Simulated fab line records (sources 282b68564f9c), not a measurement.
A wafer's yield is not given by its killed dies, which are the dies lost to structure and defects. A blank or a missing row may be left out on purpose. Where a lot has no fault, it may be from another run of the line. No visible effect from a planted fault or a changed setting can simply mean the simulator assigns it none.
Which of the tools did it? :: flow rit-cmos :: Sampling: 7 lots, 21 wafers, 2 of 202 route steps

== WHAT EACH GAUGE READ, for each wafer ==
RIT_GATE_THK_MEAS_09.
lot: L890
measured: day 2 20:39
on: film-metro-01
GATE_POLY_THK (nm): 249.5 250.0 248.7

lot: L892
measured: day 3 07:47
on: film-metro-01
GATE_POLY_THK (nm): 249.0 247.1 247.8

lot: L895
measured: day 4 00:57
on: film-metro-04
GATE_POLY_THK (nm): 248.5 249.5 249.9

lot: L898
measured: day 4 15:40
on: film-metro-01
GATE_POLY_THK (nm): 183.0 181.3 182.5

lot: L907
measured: day 6 11:20
on: film-metro-03
GATE_POLY_THK (nm): 245.6 244.3 245.5

lot: L909
measured: day 6 21:19
on: film-metro-01
GATE_POLY_THK (nm): 249.1 250.2 247.6

lot: L911
measured: day 7 06:40
on: film-metro-04
GATE_POLY_THK (nm): 249.6 249.9 250.7

== WHICH TOOL RAN EACH LOT (tool, then ch and the chambers of the sampled wafers, then the start) ==
lot: L890
RIT_GATE_CVD_08: lpcvd-01 ch 0, day 2 19:01

lot: L892
RIT_GATE_CVD_08: lpcvd-01 ch 0, day 3 06:10

lot: L895
RIT_GATE_CVD_08: lpcvd-01 ch 1, day 3 23:19

lot: L898
RIT_GATE_CVD_08: lpcvd-02 ch 1, day 4 14:03

lot: L907
RIT_GATE_CVD_08: lpcvd-01 ch 0, day 6 09:41

lot: L909
RIT_GATE_CVD_08: lpcvd-01 ch 0, day 6 19:41

lot: L911
RIT_GATE_CVD_08: lpcvd-01 ch 0, day 7 05:04
- RIT_GATE_CVD_08: deposits poly-Si from SiH4, target thk 250 nm, time 2220 s.

== THE ANSWER, worked out from the rows above alone ==
Rule: the lots themselves supply what counts as usual. Put in order of their means at a reading, lots are off if they are a third of the lots or fewer, leave a main group of 4 or more, and stand apart from it by a gap of 3 or more times the standard deviation of the main group's means; of several such gaps the widest counts. A main group is skipped when, at the precision printed for the reading in the tables above, its means are all equal. Also off: a lot with no number at a reading for which 4 or more lots have one. All remaining lots with rows at the step are treated as sound.
Off: L898, seen at RIT_GATE_THK_MEAS_09 (GATE_POLY_THK). Mean 248.5 nm and standard deviation 1.6 in the main group.
If a tool, at a process step before that reading, ran all the lots that are off and no sound lot after the first of them, it fits. Gauges at RIT_GATE_THK_MEAS_09: tried the same way as those tools. One fits: RIT_GATE_CVD_08 on lpcvd-02. It ran no sound lot before its first lot that is off in this sample, so the start can't be narrowed down.

== WHAT HAD BEEN PUT IN BY THE SIMULATOR ==
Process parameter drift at RIT_GATE_CVD_08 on lpcvd-02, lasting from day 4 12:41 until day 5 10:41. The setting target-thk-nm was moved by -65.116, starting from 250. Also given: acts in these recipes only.
Lots struck among those shown: L898. Same finding as the rule above.
